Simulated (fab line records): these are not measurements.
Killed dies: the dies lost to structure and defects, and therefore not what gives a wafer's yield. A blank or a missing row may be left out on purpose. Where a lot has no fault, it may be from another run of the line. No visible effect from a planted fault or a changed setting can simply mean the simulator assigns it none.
Which tool is to blame?	flow rit cmos	7 lots (21 wafers sampled), 1 step of a 202-step route

== WHAT EACH GAUGE READ, for each wafer ==
RIT_ACTIVE_BOW_MEAS_00.
lot	measured	on	INCOMING_BOW (um)
L841	day 1 20:01	film metro-02	3 -3 2
L844	day 2 11:00	film metro-03	4 -9 -6
L848	day 3 07:00	film metro-03	10 -9 -3
L851	day 3 22:02	film metro-04	-1 -11 2
L853	day 4 08:02	film metro-03	-6 5 4
L857	day 5 04:01	film metro-02	6 11 -2
L862	day 6 05:01	film metro-02	0 -15 0

== WHICH TOOL RAN EACH LOT (tool, then ch and the chambers of the sampled wafers, then the start) ==
There is no process step in the record ahead of these readings.

== THE ANSWER, worked out from the rows above alone ==
Rule: what is usual is taken from the lots themselves. Put in order of their means at a reading, lots are off if they are a third of the lots or fewer, leave a main group of 4 or more, and stand apart from it by a gap of 3 or more times the standard deviation of the main group's means; of several such gaps the widest counts. Not used: any main group whose means are identical at the precision the tables above print for the reading. Also off: a lot with no number at a reading for which 4 or more lots have one. Where the step has rows for the other lots, those lots are counted as sound.
Nothing can be told from this: no lot is off at any reading shown.

== WHAT WAS PUT IN BY THE SIMULATOR ==
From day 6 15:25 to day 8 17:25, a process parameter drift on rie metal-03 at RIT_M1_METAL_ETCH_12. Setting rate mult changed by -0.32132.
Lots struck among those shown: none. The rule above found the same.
